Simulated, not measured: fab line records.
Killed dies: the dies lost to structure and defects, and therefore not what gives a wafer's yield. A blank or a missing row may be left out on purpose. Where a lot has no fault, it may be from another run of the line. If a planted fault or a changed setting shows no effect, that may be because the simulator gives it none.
Which tool was responsible? + flow rit cmos + Sampling: 14 lots, 42 wafers, 2 of 202 route steps

WHAT THE GAUGES SHOWED, per wafer
RIT_PRETRO_TW_MEAS_10. Usual: PRETRO_TW typically reads 474.7, with standard deviation 2.5.
| lot  | measured    | on            | PRETRO_TW         | flag |
|------|-------------|---------------|-------------------|------|
| L748 | day 2 08:53 | film metro-04 | 473.2 473.1 472.3 |      |
| L749 | day 2 13:45 | film metro-01 | 474.3 479.6 477.9 |      |
| L750 | day 2 20:58 | film metro-01 | 475.3 476.2 475.8 |      |
| L751 | day 3 03:16 | film metro-04 | 471.7 469.1 470.9 |      |
| L752 | day 3 09:18 | film metro-04 | 470.8 470.1 467.6 |      |
| L757 | day 4 07:31 | film metro-03 | 474.2 477.3 474.7 |      |
| L758 | day 4 12:23 | film metro-03 | 477.4 476.0 478.1 |      |
| L759 | day 4 16:38 | film metro-04 | 472.1 471.4 470.8 |      |
| L763 | day 5 12:34 | film metro-03 | 474.8 476.7 473.9 |      |
| L764 | day 5 15:44 | film metro-01 | 478.3 475.4 475.1 |      |
| L765 | day 5 21:43 | film metro-01 | 477.7 474.2 471.7 |      |
| L766 | day 6 03:55 | film metro-01 | 478.4 477.4 476.3 |      |
| L769 | day 6 17:10 | film metro-01 | 476.5 475.8 475.3 |      |
| L770 | day 6 23:02 | film metro-03 | 472.1 474.6 471.7 |      |

WHAT TOOL EACH LOT RAN ON (gives the tool, then ch and the chambers of the sampled wafers, and finally the start)
| lot  | RIT_PRETRO_STRIP_09                 |
|------|-------------------------------------|
| L748 | plasma asher-01 ch 0, day 2 08:42   |
| L749 | plasma asher-03 ch 0,1, day 2 13:34 |
| L750 | plasma asher-01 ch 0,1, day 2 20:47 |
| L751 | plasma asher-03 ch 0,1, day 3 03:05 |
| L752 | plasma asher-04 ch 0,1, day 3 09:08 |
| L757 | plasma asher-01 ch 0,1, day 4 07:20 |
| L758 | plasma asher-01 ch 0,1, day 4 12:13 |
| L759 | plasma asher-04 ch 0, day 4 16:28   |
| L763 | plasma asher-01 ch 0,1, day 5 12:23 |
| L764 | plasma asher-04 ch 1, day 5 15:32   |
| L765 | plasma asher-01 ch 0,1, day 5 21:32 |
| L766 | plasma asher-03 ch 0,1, day 6 03:44 |
| L769 | plasma asher-01 ch 0,1, day 6 17:00 |
| L770 | plasma asher-04 ch 0,1, day 6 22:51 |
- RIT_PRETRO_STRIP_09: strips in O2, time 180 s.

AS READ BY THE TOOLS THEMSELVES (means over the sampled wafers that have a number; for cases with no such wafer, the mark the record gives instead)
RIT_PRETRO_STRIP_09. Usual: chamber pressure mTorr 4000 mTorr, standard deviation 3.6; drypump motor current A 5.5 A, standard deviation 0.49; rf refl power W 8.2 W, standard deviation 1.7.
| lot  | tool            | chamber pressure mTorr (mTorr) | drypump motor current A (A) | rf refl power W (W) | flag |
|------|-----------------|--------------------------------|-----------------------------|---------------------|------|
| L748 | plasma asher-01 | 3999                           | 5.8                         | 8.0                 |      |
| L749 | plasma asher-03 | 4000                           | 5.5                         | 7.3                 |      |
| L750 | plasma asher-01 | 3998                           | 5.5                         | 9.0                 |      |
| L751 | plasma asher-03 | 3999                           | 5.5                         | 7.3                 |      |
| L752 | plasma asher-04 | 3999                           | 5.8                         | 8.0                 |      |
| L757 | plasma asher-01 | 4002                           | 5.5                         | 8.6                 |      |
| L758 | plasma asher-01 | 4005                           | 5.1                         | 9.2                 |      |
| L759 | plasma asher-04 | 4001                           | 5.3                         | 5.5                 |      |
| L763 | plasma asher-01 | 4000                           | 5.5                         | 8.3                 |      |
| L764 | plasma asher-04 | 4001                           | 6.1                         | 9.5                 |      |
| L765 | plasma asher-01 | 4000                           | 5.1                         | 9.3                 |      |
| L766 | plasma asher-03 | 4002                           | 5.8                         | 8.4                 |      |
| L769 | plasma asher-01 | 4000                           | 5.5                         | 8.7                 |      |
| L770 | plasma asher-04 | 4003                           | 5.8                         | 8.0                 |      |

THE ANSWER, worked out from the rows above alone
Rule: take the mean of a lot's wafers that have a number; if it is more than 3 standard deviations from the usual mean, the lot is off. A lot without any number at a reading at which 4 lots or more have one is off too. The other lots that the step has rows for count as sound. Order of review: gauges by route order, followed by the tools' own readings, for which a lot's mean as printed above is used. The first step at which some lot is off is used, and at that step the reading that is off furthest; a lot without a number counts as furthest.
No lot is off at any reading shown: from this, nothing can be told.

WHAT THE SIMULATOR PUT IN
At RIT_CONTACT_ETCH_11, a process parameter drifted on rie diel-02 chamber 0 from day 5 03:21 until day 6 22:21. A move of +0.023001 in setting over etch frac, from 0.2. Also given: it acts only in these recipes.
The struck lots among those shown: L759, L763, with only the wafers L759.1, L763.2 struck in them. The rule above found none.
